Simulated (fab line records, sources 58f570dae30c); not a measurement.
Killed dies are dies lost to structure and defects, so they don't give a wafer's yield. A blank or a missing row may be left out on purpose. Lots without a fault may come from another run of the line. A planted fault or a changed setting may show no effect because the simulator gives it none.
fab line records | flow berkeley_cmos170
record lots=15 wafers=45 last_day=13
route steps=331 shown SILICIDE@210
lots that met no fault: from a run of the same line without faults
start_h: hours from the record's first day to the start of the lot's first wafer shown | wait_h: hours since the lot's step before | " the same as in the row above | L1.1+2: a row that stands for several wafers | - no value, or no start given | * or withheld: withheld | < > ~ a bound
route shown NAME@n: a module of which the file shows steps, and the number in the route of the first | usual: mean/standard deviation of fault-free wafers | same: alike in all rows | chamber/n: place in a boat | sites: the reading at each site | _std_site: their standard deviation | _edge_site: outer sites' mean less inner sites' | radius_mm: how far each site lies from the wafer's centre | mask NAME#n: copy n | behind: the tool/chamber that last shaped the wafer | hold: why the lot was held/for how many hours/how that ended | device: the transistor (n, p or np) that didn't switch | end of line: the same wafers' tests at the end of the route | a step without rows: its recipe alone | killed: dies lost to structure and defects at the first sort, not the wafer's yield | map: a wafer's dies, x killed, . not, _ none there
set.NAME: the setting as run; set.NAME@STEP: as run at that earlier step | model.NAME: the simulator's own value behind a step, which no gauge read
steps of the route over a sample of lots; a table a step, a row a wafer
services: from which hour (start_h, from the record's first day; less than 0 if before it) a tool's chamber was out of use, for how many hours, and why
## steps
# step UCB170_SILICIDE_PRE_CLEAN_00
# recipe gas=Ar preclean_etch_time_s=60
# usual preclean_etch_time_s=60/0
# columns lot.wafer tool chamber start_h wait_h preclean_etch_time_s
L430.1 pvd_sputter-03 - 170.20 0.1 60
L430.3 " - " " 60
L430.4 " - " " 60
L431.2 pvd_sputter-01 - 170.69 0.1 60
L431.4 " - " " 60
L431.6 " - " " 60
L429.2 pvd_sputter-03 - 171.38 0.1 60
L429.5 " - " " 60
L429.6 " - " " 60
L433.1 pvd_sputter-02 - 189.97 0.1 60
L433.4 " - " " 60
L433.5 " - " " 60
L435.2 pvd_sputter-03 - 210.40 0.1 -
L435.5 " - " " -
L435.6 " - " " -
L437.2 pvd_sputter-02 - 210.58 0.1 -
L437.5 " - " " -
L437.6 " - " " -
L436.4 pvd_sputter-03 - 210.89 0.1 -
L436.5 " - " " -
L436.6 " - " " -
L446.1 pvd_sputter-03 - 253.71 0.1 60
L446.3 " - " " 60
L446.4 " - " " 60
L445.1 pvd_sputter-01 - 253.89 0.1 60
L445.3 " - " " 60
L445.6 " - " " 60
L447.3 pvd_sputter-03 - 262.60 0.1 60
L447.4 " - " " 60
L447.6 " - " " 60
L451.1 pvd_sputter-02 - 281.05 0.1 60
L451.3 " - " " 60
L451.4 " - " " 60
L450.1 pvd_sputter-01 - 281.49 0.1 60
L450.2 " - " " 60
L450.3 " - " " 60
L449.2 pvd_sputter-03 - 281.79 0.1 60
L449.4 " - " " 60
L449.5 " - " " 60
L448.2 pvd_sputter-02 - 282.20 0.1 60
L448.3 " - " " 60
L448.5 " - " " 60
L452.1 pvd_sputter-03 - 290.52 0.1 60
L452.2 " - " " 60
L452.6 " - " " 60
## services
# columns tool chamber start_h hours kind
pvd_sputter-02 - 171.13 3.1 repair
pvd_sputter-03 - 173.20 5.5 repair
pvd_sputter-01 - 207.73 6.1 repair
pvd_sputter-01 - 244.71 1.3 repair
## key
first_sign step=UCB170_SILICIDE_PRE_CLEAN_00 reading=tool_record direction=missing
effect none on later readings
met_at UCB170_SILICIDE_PRE_CLEAN_00
struck_lots L435,L436,L437
sort_left_out L437.2,L437.5,L437.6
tester_left_out L435,L436,L437
onset_between 189.97 210.40
fault kind=skipped_step_whole tool=pvd_sputter-02,pvd_sputter-03 chamber=- onset_h=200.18 steps=UCB170_SILICIDE_PRE_CLEAN_00 scope=struck_lots_only
# tester_left_out: of these lots the tester's yield and bins aren't shown, on N5 and GAA mostly nor the transistor test; their killed dies are dies lost to structure and defects alone, not to doping, threshold or leakage, so they don't give the yield
# sort_left_out: the simulated sort isn't trusted on such a fault, so these wafers' sort isn't shown, and their yield isn't known
